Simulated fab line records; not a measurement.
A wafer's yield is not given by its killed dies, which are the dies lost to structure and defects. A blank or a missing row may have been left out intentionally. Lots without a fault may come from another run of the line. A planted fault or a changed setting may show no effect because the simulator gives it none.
Matching of chambers	flow berkeley cmos170	UCB170_V1_CMP_02 on cmp-02: 4 sister chambers
The step polishes SiO2. 4 wafers are shown with their chamber, then 9 later ones without.

WAFERS PAIRED WITH THEIR CHAMBERS
wafer	chamber	motor current A (A)
L384.3	1	17.1
L385.1	3	16.5
L385.2	2	17.9
L385.3	0	15.6

WAFERS WITH NO CHAMBER GIVEN
wafer	motor current A (A)
L388.1	16.9
L388.3	18.9
L388.4	16.8
L387.2	17.9
L387.3	16.1
L387.4	17.8
L389.1	15.8
L389.3	17.0
L389.6	17.6

WHICH CHAMBER EACH ONE RAN IN
wafer	from the rows above	in truth
L388.1	can't be placed: 1 or 3 or 2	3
L388.3	can't be placed: 2 or 1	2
L388.4	can't be placed: 1 or 3 or 2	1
L387.2	can't be placed: 2 or 1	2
L387.3	can't be placed: 3 or 0 or 1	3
L387.4	can't be placed: 2 or 1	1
L389.1	can't be placed: 0 or 3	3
L389.3	can't be placed: 1 or 3 or 2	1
L389.6	can't be placed: 2 or 1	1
Correct placement for 0 of the 9. From these rows, 9 cannot be placed; in 9 the true chamber is one of the candidates. Placed wrongly: 0.
How it was worked out, from the rows above alone: a wafer's distance from a chamber is the root of the sum, over the readings, of the square of ((its reading less the chamber's mean) divided by the reading's scatter). If the next closest chamber is less than 2 further off than the closest, the wafer can't be placed; otherwise it belongs to the closest. A chamber's mean is the mean of its shown wafers. The scatter: root of mean squared gap, hidden wafer to nearest shown wafer, with one shown wafer a chamber.
